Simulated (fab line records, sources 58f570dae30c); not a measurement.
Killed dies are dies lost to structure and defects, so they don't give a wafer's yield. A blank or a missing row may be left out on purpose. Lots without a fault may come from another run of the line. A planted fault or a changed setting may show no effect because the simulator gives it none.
Which tool did it? | flow berkeley_cmos170 | 7 lots, 21 wafers sampled, at 1 step of a route of 331

WHAT THE GAUGES READ, wafer by wafer
UCB170_NWELL_THK_MEAS_02.
lot  | measured    | on            | NWELL_OXIDE_THK (nm)
L823 | day 2 07:55 | film_metro-03 | 25.6 25.7 25.8
L824 | day 2 14:06 | film_metro-04 | 26.3 26.0 26.3
L827 | day 3 11:41 | film_metro-03 | 25.6 26.1 26.1
L831 | day 3 23:32 | film_metro-03 | 26.8 26.6 27.0
L837 | day 5 04:17 | film_metro-04 | 26.2 26.6 26.3
L843 | day 6 10:34 | film_metro-01 | 26.3 26.5 27.1
L845 | day 7 02:19 | film_metro-01 | 26.3 26.3 26.6

WHICH TOOL RAN EACH LOT (tool, then ch and the chambers of the sampled wafers, then the start)
The record holds no process step before these readings.

THE ANSWER, worked out from the rows above alone
Rule: what is usual is taken from the lots themselves. Put in order of their means at a reading, lots are off if they are a third of the lots or fewer, leave a main group of 4 or more, and stand apart from it by a gap of 3 or more times the standard deviation of the main group's means; of several such gaps the widest counts. A main group whose means are all the same, to the digits that the tables above print for the reading, isn't used. A lot without any number at a reading at which 4 lots or more have one is off too. The other lots that the step has rows for count as sound.
No lot is off at any reading shown: from this, nothing can be told.

WHAT THE SIMULATOR HAD PUT IN
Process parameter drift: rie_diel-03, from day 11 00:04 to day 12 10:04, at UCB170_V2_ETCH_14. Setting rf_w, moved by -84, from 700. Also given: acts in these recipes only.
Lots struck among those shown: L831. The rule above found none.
